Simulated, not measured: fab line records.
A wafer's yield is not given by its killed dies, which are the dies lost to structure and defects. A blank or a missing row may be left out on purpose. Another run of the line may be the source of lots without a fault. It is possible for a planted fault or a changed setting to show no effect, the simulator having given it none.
Split-lot trial    flow rit cmos    on a route of 202 steps: 5 lots, 23 wafers read

== ON THE SPLIT ==
At RIT_PRETRO_COAT_01 (resist thk 1300 nm), the setting resist thk nm was moved away from the recipe's 1300 nm on 7 of the 23 wafers read, by -2.7% to +3.2%. All remaining wafers had this setting at the recipe value.

== FROM THE SPLIT TO THE READING: what the file shows between them, 3 steps ==
- RIT_PRETRO_SOFTBAKE_02: time 60 s
- RIT_PRETRO_EXPOSE_03: exposes mask M5, target cd 43700 nm
- RIT_PRETRO_DEVELOP_05: develop time 68 s

== THE READING ==
NOVOLAK_of_PRETRO_COAT_01.thk nm (the simulator's own value, which no gauge read), in nm, at RIT_PRETRO_HARDBAKE_07 (time 120 s). The file does not state a usual value for it. Average 1136 nm, standard deviation 3.5 nm, over the 16 wafers here run with the recipe.

wafer   tool, chamber at the split  resist thk nm as run, nm  against the recipe  NOVOLAK_of_PRETRO_COAT_01.thk nm, nm  against lot-mates on the recipe
L074.2  litho track-02, 0           1278                      -1.7%               1118                                  -21
L074.3  litho track-02, 0           1278                      -1.7%               1118                                  -21
L074.4  litho track-02, 0           1300                      recipe              1137                                  -
L074.5  litho track-02, 0           1300                      recipe              1140                                  -
L074.6  litho track-02, 0           1300                      recipe              1139                                  -
L078.1  litho track-02, 0           1341                      +3.2%               1173                                  +38
L078.2  litho track-02, 0           1300                      recipe              1135                                  -
L078.3  litho track-02, 0           1300                      recipe              1134                                  -
L078.4  litho track-02, 0           1341                      +3.2%               1168                                  +34
L078.6  litho track-02, 0           1341                      +3.2%               1167                                  +32
L082.1  litho track-02, 0           1300                      recipe              1135                                  -
L082.4  litho track-02, 0           1300                      recipe              1138                                  -
L082.5  litho track-02, 0           1300                      recipe              1139                                  -
L083.1  litho track-02, 0           1300                      recipe              1132                                  -
L083.4  litho track-02, 0           1300                      recipe              1132                                  -
L083.2  litho track-02, 0           1300                      recipe              1134                                  -
L083.3  litho track-02, 0           1300                      recipe              1129                                  -
L083.5  litho track-02, 0           1300                      recipe              1129                                  -
L085.1  litho track-03, 0           1265                      -2.7%               1107                                  -32
L085.2  litho track-03, 0           1300                      recipe              1140                                  -
L085.3  litho track-03, 0           1265                      -2.7%               1109                                  -30
L085.4  litho track-03, 0           1300                      recipe              1138                                  -
L085.6  litho track-03, 0           1300                      recipe              1138                                  -

FIT RESULTS
A straight line over all 23 wafers: NOVOLAK_of_PRETRO_COAT_01.thk nm changes by +10.5 nm for each +1% of resist thk nm; r = +0.98; the points scatter about the line by 3.3 nm.
The same after taking each lot's own level away (the mean of its wafers on the recipe; 23 wafers): +11.3 nm for each +1%; r = +1.00; scatter 1.7 nm.
That fit puts the effect of the largest move of resist thk nm on the reading at 36 nm.
Across the lots, their own levels run from 1131.2 to 1138.7 nm, a range of 2.1 times the standard deviation given above.
The two slopes are in agreement: the lot-to-lot level therefore moves the slope only a little.
Check: +34.3 nm against its lot-mates is what the line predicts for one of the wafers moved furthest among these (+3.2%) when that wafer is left out of the fit. Against them it came out at +38.5 nm.

== FURTHER SPLITS ON THESE WAFERS ==
These wafers also went through other splits before the reading. Each is held against what the fit with the lots' levels taken away leaves over:
other split on the same wafers        wafers away from the commonest value  r with NOVOLAK_of_PRETRO_COAT_01.thk nm (lot level and that fit taken away)
RIT_ACTIVE_CVD_03 sih2cl2 flow sccm   18                                    +0.08
RIT_ACTIVE_DEVELOP_10 develop time s  7                                     +0.03
RIT_ACTIVE_ETCH_13 time s             7                                     -0.39
RIT_FOX2_CLEAN_02 time s              15                                    -0.10
RIT_NWELL_IMPLANT_08 energy kev       4                                     -0.01
RIT_PWELL_IMPLANT_08 dose cm2         11                                    -0.21
RIT_NRETRO_SOFTBAKE_02 temp c         9                                     +0.35
RIT_NRETRO_IMPLANT_08 energy kev      11                                    -0.01

== THE WHOLE CHAIN: every reading that the file lists as answering this split, in the file's order ==
step                    what it does        reading                                                                            change (the file's fit)               r (the file's)
RIT_PRETRO_COAT_01      resist thk 1300 nm  NOVOLAK_of_PRETRO_COAT_01.thk nm (the simulator's own value, which no gauge read)  +13.1 nm for each +1% of the setting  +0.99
RIT_PRETRO_HARDBAKE_07  time 120 s          NOVOLAK_of_PRETRO_COAT_01.thk nm (the simulator's own value, which no gauge read)  +11.3 nm for each +1% of the setting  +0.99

== FILE'S OWN FIT ==
NOVOLAK_of_PRETRO_COAT_01.thk nm changes by +11.3 nm for each +1% of resist thk nm, r = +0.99.
